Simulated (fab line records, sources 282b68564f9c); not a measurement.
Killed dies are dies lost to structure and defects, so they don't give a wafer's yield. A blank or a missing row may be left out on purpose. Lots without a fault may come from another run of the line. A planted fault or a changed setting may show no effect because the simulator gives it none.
A struck lot beside a sound one | flow rit_cmos | 44 steps out of a route of 202
Sound: wafers L898.1, L898.2, L898.6. Struck: wafer L908.5. (L908.1, L908.4 of the same lot were not struck and are left out.) The cause comes at the end.
At each step with rows: each side's tool, then ch and its chambers, then its first start. Under that, the readings that differ: sound wafers | struck wafers | difference of the means | sigmas: that difference in standard deviations of wafers without a fault.
alike: readings whose means differ by less than 2 such deviations, and words and numbers that are the same on both sides. not compared: withheld readings, readings that some wafer has no value for, bounds like >300 that may hide the same value, and numbers for which the record gives no deviation and whose values overlap.
The two part at a step that has a row with sigmas, a row that says differs or no value, or rows on one side only. Numbers that don't overlap but have no deviation are shown without sigmas and don't part them. A reading that every wafer of one side lacks parts them only if that side has two wafers or more.

first, 2 steps without rows for these wafers: RIT_PLDD_PEB_04; RIT_PLDD_DEVELOP_05 (develop time 50 s).
RIT_PLDD_OVL_MEAS_06:
  sound on overlay-02, day 4 09:56; struck on overlay-02, day 5 23:47
  alike: PLDD_OVL
then, 2 steps without rows for these wafers: RIT_PLDD_HARDBAKE_07 (time 60 s); RIT_PLDD_IMPLANT_08.
RIT_PLDD_STRIP_09: strips in O2, time 180 s.
  sound on plasma_asher-03 ch 0,1, day 4 10:16; struck on plasma_asher-03 ch 0, day 6 00:08
  alike: drypump_motor_current_A
  not compared: rf_hours_counter_h
RIT_PLDD_TW_MEAS_10:
  sound on film_metro-04, day 4 10:26; struck on film_metro-04, day 6 00:18
  alike: PLDD_TW
then, 4 steps without rows for these wafers: RIT_SPACER_CLEAN_00 (cleans in SC1, time 600 s); RIT_SPACER_CLEAN_01 (cleans in dHF, time 30 s); RIT_SPACER_CLEAN_02 (cleans in SC2, time 600 s); RIT_SPACER_CVD_03 (deposits Si3N4 from SiH2Cl2/NH3, target thk 250 nm, time 3300 s).
RIT_SPACER_THK_MEAS_04:
  sound on film_metro-04, day 4 12:47; struck on film_metro-02, day 6 02:40
  alike: SPACER_NITRIDE_THK
RIT_SPACER_ETCHBACK_05: etches Si3N4 in SF6/CHF3, stops on SiO2, target depth 250 nm, time 240 s.
  sound on rie_diel-02 ch 0,3, day 4 12:51; struck on rie_diel-03 ch 3, day 6 02:43
  reading                                  | sound             | struck | difference | sigmas
  oes_product_au (a.u.)                    | 0.840 0.851 0.853 | 0.917  | +0.069     | +6
  model.poly-Si_of_GATE_CVD_08.thk_nm (nm) | 164.2 162.4 161.9 | 168.4  | +5.6       |
  model.Si3N4_of_SPACER_CVD_03.thk_nm (nm) | 192.3 194.1 196.8 | 201.9  | +7.5       |
  alike: drypump_motor_current_A, rf_fwd_power_W, throttle_valve_pct
  not compared: rf_hours_counter_h
then, 6 steps without rows for these wafers: RIT_NSD_HMDS_00 (prime time 60 s); RIT_NSD_COAT_01 (resist thk 1000 nm); RIT_NSD_SOFTBAKE_02 (time 60 s); RIT_NSD_EXPOSE_03 (exposes mask M9, target cd 40700 nm); RIT_NSD_PEB_04; RIT_NSD_DEVELOP_05 (develop time 50 s).
RIT_NSD_OVL_MEAS_06:
  sound on overlay-02, day 4 14:09; struck on overlay-02, day 6 03:43
  alike: NSD_OVL
then, 2 steps without rows for these wafers: RIT_NSD_HARDBAKE_07 (time 60 s); RIT_NSD_IMPLANT_08.
RIT_NSD_STRIP_09: strips in O2, time 180 s.
  sound on plasma_asher-04 ch 0,1, day 4 14:29; struck on plasma_asher-04 ch 1, day 6 04:04
  alike: drypump_motor_current_A
  not compared: rf_hours_counter_h
RIT_NSD_TW_MEAS_10:
  sound on film_metro-03, day 4 14:40; struck on film_metro-01, day 6 04:14
  alike: NSD_TW
then, 6 steps without rows for these wafers: RIT_PSD_HMDS_00 (prime time 60 s); RIT_PSD_COAT_01 (resist thk 1000 nm); RIT_PSD_SOFTBAKE_02 (time 60 s); RIT_PSD_EXPOSE_03 (exposes mask M10, target cd 40900 nm); RIT_PSD_PEB_04; RIT_PSD_DEVELOP_05 (develop time 50 s).
RIT_PSD_OVL_MEAS_06:
  sound on overlay-01, day 4 15:42; struck on overlay-02, day 6 05:08
  alike: PSD_OVL
then, 2 steps without rows for these wafers: RIT_PSD_HARDBAKE_07 (time 60 s); RIT_PSD_IMPLANT_08.
RIT_PSD_STRIP_09: strips in O2, time 180 s.
  sound on plasma_asher-02 ch 0,1, day 4 16:02; struck on plasma_asher-01 ch 0, day 6 05:29
  reading                     | sound          | struck | difference | sigmas
  drypump_motor_current_A (A) | 6.31 5.72 6.33 | 5.59   | -0.53      | -2
  not compared: rf_hours_counter_h
RIT_PSD_TW_MEAS_10:
  sound on film_metro-04, day 4 16:13; struck on film_metro-03, day 6 05:39
  alike: PSD_TW
then, 2 steps without rows for these wafers: RIT_SDANNEAL_CLEAN_00 (cleans in SC1, time 600 s); RIT_SDANNEAL_CLEAN_01 (cleans in dHF, time 30 s).
RIT_SDANNEAL_CLEAN_02: cleans in SC2, time 600 s.
  sound on wet_bench-03 ch 3, day 4 16:28; struck on wet_bench-03 ch 1, day 6 05:55
  reading                                  | sound           | struck | difference | sigmas
  model.poly-Si_of_GATE_CVD_08.thk_nm (nm) | 159.8 158 157.5 | 164    | +6         |
RIT_SDANNEAL_RTA_03: time 5 s.
  sound on rtp_anneal-02 ch 0, day 4 16:38; struck on rtp_anneal-02 ch 0, day 6 06:07
  alike: wafer_temp_C_max
RIT_SDANNEAL_RS_MEAS_04: measures by four-point-probe.
  sound on film_metro-01, day 4 16:41; struck on film_metro-04, day 6 06:10
  alike: PSD_RS
RIT_SDANNEAL_RS_MEAS_05: measures by four-point-probe.
  sound on film_metro-01, day 4 16:49; struck on film_metro-04, day 6 06:17
  alike: NSD_RS
RIT_SDANNEAL_RS_MEAS_06: measures by four-point-probe.
  sound on film_metro-01, day 4 16:56; struck on film_metro-04, day 6 06:25
  alike: PLDD_RS
RIT_SILICIDE_WET_ETCH_00: etches SiO2 in BOE, target depth 14 nm, time 15 s.
  sound on wet_bench-01 ch 3, day 4 17:10; struck on wet_bench-02 ch 1, day 6 06:39
  reading                                  | sound           | struck | difference | sigmas
  model.Si3N4_of_SPACER_CVD_03.thk_nm (nm) | 191.2 193 195.6 | 200.7  | +7.4       |
RIT_M1_PROBE_99:
  sound on prober-02, day 5 01:02; struck on prober-02, day 6 15:13
  reading                                       | sound                | struck | difference | sigmas
  model.etest.nmos_0p15.r_on_ohm_um             | 1156 1147 1132       | 1014   | -131       |
  model.etest.pplus_sal.width_nm (nm)           | 3467 3458 3453       | 3405   | -54        |
  model.etest.nplus_sal.width_nm (nm)           | 3464 3455 3448       | 3405   | -51        |
  model.etest.nwell_pinched.rs_ohm_sq           | 341.3 344 338.8      | 318.1  | -23.3      |
  model.etest.pwell_pinched.rs_ohm_sq           | 465.4 461.4 459.3    | 436.6  | -25.4      |
  model.etest.contact_nplus.end_ohm_um          | 42.35 42.6 43.23     | 37.71  | -5.02      |
  model.etest.diode_nplus_comb.leak_log10_a_cm2 | -5.012 -5.228 -4.963 | -5.718 | -0.650     |
  model.etest.diode_nplus_pwell.bv_v (V)        | 5.937 6.014 5.934    | 6.19   | +0.23      |
  alike: killed_at_contacts, killed_at_front_end, killed_dies, killed_open, killed_short

WHERE THEY PART
First at RIT_SPACER_ETCHBACK_05; last, within this record, at RIT_PSD_STRIP_09. Later steps at which nothing parts them and some readings are alike: RIT_PSD_TW_MEAS_10, RIT_SDANNEAL_RTA_03, RIT_SDANNEAL_RS_MEAS_04, RIT_SDANNEAL_RS_MEAS_05, RIT_SDANNEAL_RS_MEAS_06, RIT_M1_PROBE_99.

WHY: what the simulator had put in
Process parameter drift: rie_diel-03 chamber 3, from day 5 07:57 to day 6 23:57, at RIT_SPACER_ETCHBACK_05. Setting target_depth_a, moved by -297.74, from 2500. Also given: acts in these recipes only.
